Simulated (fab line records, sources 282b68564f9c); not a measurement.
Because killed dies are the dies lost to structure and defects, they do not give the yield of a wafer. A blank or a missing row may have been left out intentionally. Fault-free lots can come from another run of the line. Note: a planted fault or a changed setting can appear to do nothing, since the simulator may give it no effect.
A lot that was struck, set against a sound lot | flow rit_cmos | 17 out of 202 route steps
Sound: these wafers, L641.3, L641.5, L641.6. Wafers struck: L648.1, L648.4, L648.5. The cause is named last.
For every step that has rows: the tool of each side, followed by ch and its chambers, followed by its first start. Under that, the readings that differ: sound wafers | struck wafers | difference of the means | sigmas: that difference in standard deviations of wafers without a fault.
alike: readings whose means differ by less than 2 such deviations, and words and numbers that are the same on both sides. not compared: withheld readings, readings that some wafer has no value for, bounds like >300 that may hide the same value, and numbers for which the record gives no deviation and whose values overlap.
Wherever a step has rows on one side only, a row that says differs or no value, or a row with sigmas, the two part there. When numbers do not overlap yet have no deviation, they are printed without sigmas and do not part them. Lack of a reading on every wafer of one side parts them only where that side has two or more wafers.

first, 1 step without rows for these wafers: RIT_SILICIDE_WET_ETCH_00 (etches SiO2 in BOE, target depth 14 nm, time 15 s).
RIT_SILICIDE_SPUTTER_01: material Ti, target thk 30 nm, time 240 s.
  sound on pvd_sputter-01 at day 5 03:40; struck on pvd_sputter-04 at day 6 09:07
  alike: throttle_valve_pct
RIT_SILICIDE_RS_MEAS_02: uses a four-point probe to measure.
  sound on film_metro-03 at day 5 03:52; struck on film_metro-02 at day 6 09:16
  alike: SILICIDE_TI_RS
RIT_SILICIDE_THK_MEAS_03: measures by xrf.
  sound on film_metro-03 at day 5 03:58; struck on film_metro-02 at day 6 09:23
  alike: SILICIDE_TI_THK
RIT_SILICIDE_RTA_04: time 9.618 s, ramp up 5 s, ramp down 5 s.
  sound on rtp_anneal-02 ch 0, day 5 04:01; struck on rtp_anneal-02 ch 0, day 6 09:27
  alike: anneal_temp_c_max, wafer_temp_C_max
then, 1 step without rows for these wafers: RIT_SILICIDE_WET_ETCH_05 (etches Ti in SPM, time 120 s).
RIT_SILICIDE_RTA_06: time 10 s, ramp up 5 s, ramp down 10 s.
  sound on rtp_anneal-01 ch 0, day 5 04:08; struck on rtp_anneal-01 ch 0, day 6 09:34
  alike: anneal_temp_c_max, wafer_temp_C_max
RIT_CONTACT_CVD_00: deposits SiO2 from TEOS, target thk 400 nm, time 61 s.
  sound on pecvd-01 ch 0,2, day 5 04:10; struck on pecvd-03 ch 0,1,2, day 6 09:38
  alike: heater_power_w, rf_fwd_power_W
  not compared: since_wet_clean_h
RIT_CONTACT_THK_MEAS_01:
  sound on film_metro-04 at day 5 04:14; struck on film_metro-04 at day 6 09:41
  alike: CONTACT_TEOS_THK
then, 3 steps without rows for these wafers: RIT_CONTACT_HMDS_02 (prime time 60 s); RIT_CONTACT_COAT_03 (resist thk 1000 nm); RIT_CONTACT_SOFTBAKE_04 (time 60 s).
RIT_CONTACT_EXPOSE_05: exposes mask M11, target cd 1000 nm.
  sound on iline_stepper-02 ch 0, day 5 05:08; struck on iline_stepper-02 ch 0, day 6 10:19
  reading | sound             | struck                     | difference | sigmas
  mask    | M11#0 M11#0 M11#0 | M11_R1#0 M11_R1#0 M11_R1#0 | differs    |
  alike: focus_offset_nm
then, 2 steps without rows for these wafers: RIT_CONTACT_PEB_06; RIT_CONTACT_DEVELOP_07 (develop time 120 s).
RIT_CONTACT_CD_MEAS_08 targets a cd of 1000 nm.
  sound on cd_sem-01 at day 5 05:44; struck on cd_sem-02 at day 6 11:07
  reading    | sound             | struck               | difference | sigmas
  cd_nm (nm) | 998.5 998.7 998.7 | 1148.2 1148.1 1150.7 | +150.4     | +68
  not compared: hold
following that, these wafers have no rows for 1 step: RIT_M1_PROBE_99.

## WHERE THEY PART
Last at RIT_CONTACT_CD_MEAS_08 as far as this record goes, first at RIT_CONTACT_EXPOSE_05.

WHY: what had been put in by the simulator
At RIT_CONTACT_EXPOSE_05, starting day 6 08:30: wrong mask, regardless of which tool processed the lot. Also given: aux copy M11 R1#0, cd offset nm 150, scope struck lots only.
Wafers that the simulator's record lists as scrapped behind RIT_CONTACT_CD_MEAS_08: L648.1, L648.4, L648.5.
